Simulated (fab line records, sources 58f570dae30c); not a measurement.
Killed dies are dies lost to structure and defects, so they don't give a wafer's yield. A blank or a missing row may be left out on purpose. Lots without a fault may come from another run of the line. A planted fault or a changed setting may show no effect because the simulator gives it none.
Which tool did it? | flow berkeley_cmos170 | 15 lots, 45 wafers sampled, at 4 steps of a route of 331

WHAT THE GAUGES READ, wafer by wafer
UCB170_PWELL_OVL_MEAS_13. Usual: PWELL_OVL -4 nm, standard deviation 5.3.
lot  | measured    | on         | PWELL_OVL (nm) | flag
L523 | day 3 02:37 | overlay-02 | -5 -1 -2       |
L522 | day 3 02:44 | overlay-01 | 0 -1 -10       |
L524 | day 3 05:12 | overlay-01 | 1 4 0          |
L525 | day 3 19:26 | overlay-01 | 0 2 -7         |
L527 | day 4 04:04 | overlay-02 | -10 -6 6       |
L528 | day 4 04:13 | overlay-01 | -7 -3 -5       |
L530 | day 4 22:28 | overlay-02 | -11 -7 -14     |
L531 | day 5 01:29 | overlay-02 | -2 -5 -8       |
L534 | day 5 11:43 | overlay-01 | -7 -3 -7       |
L537 | day 5 23:12 | overlay-02 | -9 -6 -5       |
L535 | day 5 23:26 | overlay-01 | 1 -6 2         |
L542 | day 7 00:17 | overlay-01 | -2 -8 -4       |
L544 | day 7 12:47 | overlay-01 | -5 2 0         |
L543 | day 7 17:44 | overlay-02 | -15 -9 -13     |
L545 | day 7 17:52 | overlay-01 | -7 5 -5        |

UCB170_NSD_OVL_MEAS_07. Usual: NSD_OVL 0 nm, standard deviation 5.6.
lot  | measured     | on         | NSD_OVL (nm) | flag
L523 | day 6 09:59  | overlay-01 | -7 -4 0      |
L522 | day 6 10:28  | overlay-01 | -1 -12 -6    |
L524 | day 6 10:13  | overlay-01 | 10 7 7       |
L525 | day 7 10:04  | overlay-01 | -2 -4 2      |
L527 | day 7 10:18  | overlay-02 | -10 -3 -3    |
L528 | day 7 10:35  | overlay-01 | -3 1 -2      |
L530 | day 8 14:28  | overlay-02 | 2 -6 -6      |
L531 | day 8 13:26  | overlay-02 | -6 0 3       |
L534 | day 8 14:24  | overlay-01 | -5 -8 -7     |
L537 | day 9 14:19  | overlay-02 | -3 -1 -4     |
L535 | day 9 16:01  | overlay-02 | -3 0 0       |
L542 | day 10 13:55 | overlay-01 | 7 4 2        |
L544 | day 11 06:13 | overlay-01 | 1 -6 -4      |
L543 | day 11 06:45 | overlay-02 | -4 7 -2      |
L545 | day 11 06:19 | overlay-02 | -1 1 13      |

WHICH TOOL RAN EACH LOT (tool, then ch and the chambers of the sampled wafers, then the start)
lot  | UCB170_NVT_STRIP_08                  | UCB170_GATE_ETCH_15
L523 | plasma_asher-02 ch 0,1, day 5 06:42  | rie_si-02 ch 0,2,3, day 5 20:55
L522 | plasma_asher-02 ch 0,1, day 5 07:15  | rie_si-02 ch 1,2, day 5 20:36
L524 | plasma_asher-04 ch 0,1, day 5 07:02  | rie_si-01 ch 0,2, day 5 20:16
L525 | plasma_asher-04 ch 0, day 6 06:17    | rie_si-02 ch 1,3, day 6 20:46
L527 | plasma_asher-03 ch 0,1, day 6 06:14  | rie_si-01 ch 1,3, day 6 20:39
L528 | plasma_asher-04 ch 0,1, day 6 06:01  | rie_si-02 ch 1,2,3, day 6 20:25
L530 | plasma_asher-02 ch 0,1, day 7 05:28  | rie_si-02 ch 0,1,2, day 8 00:11
L531 | plasma_asher-04 ch 0,1, day 7 05:44  | rie_si-01 ch 0,2, day 8 00:13
L534 | plasma_asher-04 ch 0,1, day 7 11:56  | rie_si-02 ch 1,2, day 8 03:12
L537 | plasma_asher-03 ch 0,1, day 8 06:24  | rie_si-02 ch 0,1,2, day 8 22:51
L535 | plasma_asher-04 ch 0,1, day 8 11:57  | rie_si-02 ch 1,2,3, day 9 03:08
L542 | plasma_asher-03 ch 0,1, day 9 08:22  | rie_si-01 ch 2,3, day 9 22:39
L544 | plasma_asher-03 ch 0,1, day 9 23:29  | rie_si-01 ch 2,3, day 10 15:49
L543 | plasma_asher-02 ch 0,1, day 9 23:11  | rie_si-01 ch 2,3, day 10 16:28
L545 | plasma_asher-02 ch 0,1, day 10 04:27 | rie_si-01 ch 1,2, day 10 16:44
- UCB170_NVT_STRIP_08: strips in O2.
- UCB170_GATE_ETCH_15: etches poly-Si in HBr/Cl2, stops on SiO2, time 56.3 s, target depth 278.2 nm.

WHAT THE TOOLS THEMSELVES READ (means of the sampled wafers that have a number; where no wafer has one, the mark that the record gives instead)
UCB170_NVT_STRIP_08. Usual: drypump_motor_current_A 5.8 A, standard deviation 0.53; oes_product_au 0.735 a.u., standard deviation 0.0044; strip_time_to_endpoint_s 21.63 s, standard deviation 0.05.
lot  | tool            | drypump_motor_current_A (A) | oes_product_au (a.u.) | strip_time_to_endpoint_s (s) | flag
L523 | plasma_asher-02 | 6.5                         | 0.734                 | 21.54                        |
L522 | plasma_asher-02 | 6.5                         | 0.730                 | 21.61                        |
L524 | plasma_asher-04 | 5.2                         | 0.732                 | 21.61                        |
L525 | plasma_asher-04 | 5.2                         | 0.736                 | 21.63                        |
L527 | plasma_asher-03 | 5.7                         | 0.736                 | 21.69                        |
L528 | plasma_asher-04 | 5.3                         | 0.733                 | 21.58                        |
L530 | plasma_asher-02 | 6.5                         | 0.730                 | 21.63                        |
L531 | plasma_asher-04 | 5.2                         | 0.736                 | 21.67                        |
L534 | plasma_asher-04 | 5.3                         | 0.733                 | 21.71                        |
L537 | plasma_asher-03 | 5.5                         | 0.738                 | 21.65                        |
L535 | plasma_asher-04 | 5.4                         | 0.735                 | 21.63                        |
L542 | plasma_asher-03 | 5.7                         | 0.734                 | 21.62                        |
L544 | plasma_asher-03 | 5.6                         | 0.731                 | 21.61                        |
L543 | plasma_asher-02 | 6.5                         | 0.736                 | 21.65                        |
L545 | plasma_asher-02 | 6.6                         | 0.735                 | 21.62                        |

UCB170_GATE_ETCH_15. Usual: drypump_motor_current_A 5.5 A, standard deviation 0.37; oes_product_au 0.837 a.u., standard deviation 0.01; run_length_s 84.7 s, standard deviation 0.47; throttle_valve_pct 26.33 %, standard deviation 0.16.
lot  | tool      | drypump_motor_current_A (A) | oes_product_au (a.u.) | run_length_s (s) | throttle_valve_pct (%) | flag
L523 | rie_si-02 | 5.7                         | 0.836                 | 84.6             | 26.42                  |
L522 | rie_si-02 | 5.6                         | 0.852                 | 84.6             | 26.31                  |
L524 | rie_si-01 | 5.2                         | 0.832                 | 84.9             | 26.44                  |
L525 | rie_si-02 | 5.9                         | 0.843                 | 84.9             | 26.28                  |
L527 | rie_si-01 | 5.4                         | 0.851                 | 84.9             | 26.15                  |
L528 | rie_si-02 | 5.7                         | 0.846                 | 84.5             | 26.29                  |
L530 | rie_si-02 | 5.6                         | 0.839                 | 84.2             | 26.41                  |
L531 | rie_si-01 | 5.0                         | 0.844                 | 85.0             | 26.38                  |
L534 | rie_si-02 | 5.6                         | 1.011                 | 73.9             | 26.30                  | OFF
L537 | rie_si-02 | 5.6                         | 1.015                 | 73.7             | 26.41                  | OFF
L535 | rie_si-02 | 5.8                         | 1.013                 | 74.3             | 26.29                  | OFF
L542 | rie_si-01 | 5.5                         | 0.822                 | 84.5             | 26.41                  |
L544 | rie_si-01 | 5.7                         | 0.827                 | 84.3             | 26.29                  |
L543 | rie_si-01 | 5.5                         | 0.825                 | 84.5             | 26.41                  |
L545 | rie_si-01 | 5.2                         | 0.842                 | 85.0             | 26.26                  |

THE ANSWER, worked out from the rows above alone
Rule: a lot is off if the mean of its wafers that have a number lies more than 3 standard deviations from the usual mean. A lot without any number at a reading at which 4 lots or more have one is off too. The other lots that the step has rows for count as sound. The gauges are gone through in route order, then the tools' own readings, and for those a lot's mean is taken as printed above. The first step at which some lot is off is used, and at that step the reading that is off furthest; a lot without a number counts as furthest.
Off: L534, L537, L535, at UCB170_GATE_ETCH_15 (run_length_s).
A tool fits if, at that step or a process step before it, it ran every lot that is off, and no sound lot after the first of them. One fits: rie_si-02 at UCB170_GATE_ETCH_15. Its last sound lot is L530 (day 8 00:11), its first lot that is off L534 (day 8 03:12): a fault that began between those two fits.
The tool's own readings at UCB170_GATE_ETCH_15 bear it out: on the lots that are off they differ by more than 5 times the standard deviation of the sound lots' means. oes_product_au reads 1.013 a.u. there against 0.838 a.u. on the sound lots; run_length_s reads 74.0 s there against 84.7 s on the sound lots.

WHAT THE SIMULATOR HAD PUT IN
Process parameter drift: rie_si-02, from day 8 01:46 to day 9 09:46, at UCB170_GATE_ETCH_15. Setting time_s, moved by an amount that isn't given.
Lots struck among those shown: L534, L537, L535. The rule above found the same.
